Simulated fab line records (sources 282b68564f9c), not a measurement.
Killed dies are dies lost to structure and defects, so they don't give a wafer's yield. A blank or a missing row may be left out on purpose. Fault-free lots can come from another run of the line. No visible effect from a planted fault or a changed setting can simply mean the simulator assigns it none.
Problem report, 8D (eight disciplines) form, completed by code / flow rit_cmos / the parts of the form that need people (team, actions taken, sign-off) are left out

== 1. THE PROBLEM ==
Mean of run_length_s at RIT_M1_STRIP_13: 567 s across 9 wafers in 3 lots; on wafers with no fault it is 630 s (standard deviation 4.2). Relative to the usual mean, that is a shift of -15 standard deviations.
The step: strips in nmp, time 600 s.
The first sign was on wafer L502.1 at day 5 18:56, on wet_bench-02. The record holds 45 wafers of 15 lots with a number at this step. Rule for "out", or "out of limits": more than 4 standard deviations from the usual mean. The other wafers with a number count as sound.

== 2. WHAT IT IS, WHAT IT ISN'T ==
question=which readings at this step | is=run_length_s | is not=bath_guard_temp_C
question=which lots | is=L500, L502, L503 | is not=L490, L493, L495, L496, L497, L498, L501, L505, L508, L509, L510, L511
question=which wafers of those lots | is=all that have a number | is not=-
question=read on which tools | is=wet_bench-02 | is not=wet_bench-01, wet_bench-03
question=when | is=from day 5 18:56 | is not=up to then (21 sound wafers); but 15 sound wafers of L505, L508, L509, L510, L511 came after

== 3. THE SUSPECTS, EACH WITH WHAT RULES IT OUT ==
Counting: any tool at a process step up to the reading is kept as a suspect provided that every lot that is out went through it and no sound lot did after the first of them.
- wet_bench-02 at RIT_M1_STRIP_13 (strips in nmp, time 600 s): kept. It ran every lot that is out, first L502 (day 5 18:56), and no sound lot after that; its last sound lot up to then is L498 (day 4 23:18). Its own run_length_s readings are out on those wafers.
Remaining after the count: wet_bench-02 at RIT_M1_STRIP_13.

== 4. THE CAUSE (what the simulator had put in) ==
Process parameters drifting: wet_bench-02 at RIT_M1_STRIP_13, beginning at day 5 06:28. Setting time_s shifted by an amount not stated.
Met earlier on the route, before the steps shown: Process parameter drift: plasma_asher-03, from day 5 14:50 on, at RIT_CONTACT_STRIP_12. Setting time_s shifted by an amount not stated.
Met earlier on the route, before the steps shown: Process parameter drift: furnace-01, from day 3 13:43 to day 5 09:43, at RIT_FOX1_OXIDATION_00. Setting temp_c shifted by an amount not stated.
Only this tool survived the counting.

== 5. THE CHAIN OF EFFECTS, in route order ==
Each row: a reading where the mean over the struck wafers with a number is more than 3 standard deviations away from the usual. Readings are gone through only where the record gives a usual standard deviation; hours: the median, over the lots, of the time from a lot's start at the first step in this table giving one to that lot's start at this step; sigmas: the change measured in usual standard deviations.
hours=0; step=RIT_M1_STRIP_13; reading=run_length_s; usual=630 s; on struck wafers=567; change=-63; sigmas=-15
It contains these process steps:
- RIT_M1_STRIP_13: strips in nmp, time 600 s.

== 6. HOW IT WOULD HAVE BEEN CAUGHT EARLIER ==
In this record the first reading out of limits was taken at day 5 18:56, 12 hours after the fault began at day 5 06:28.
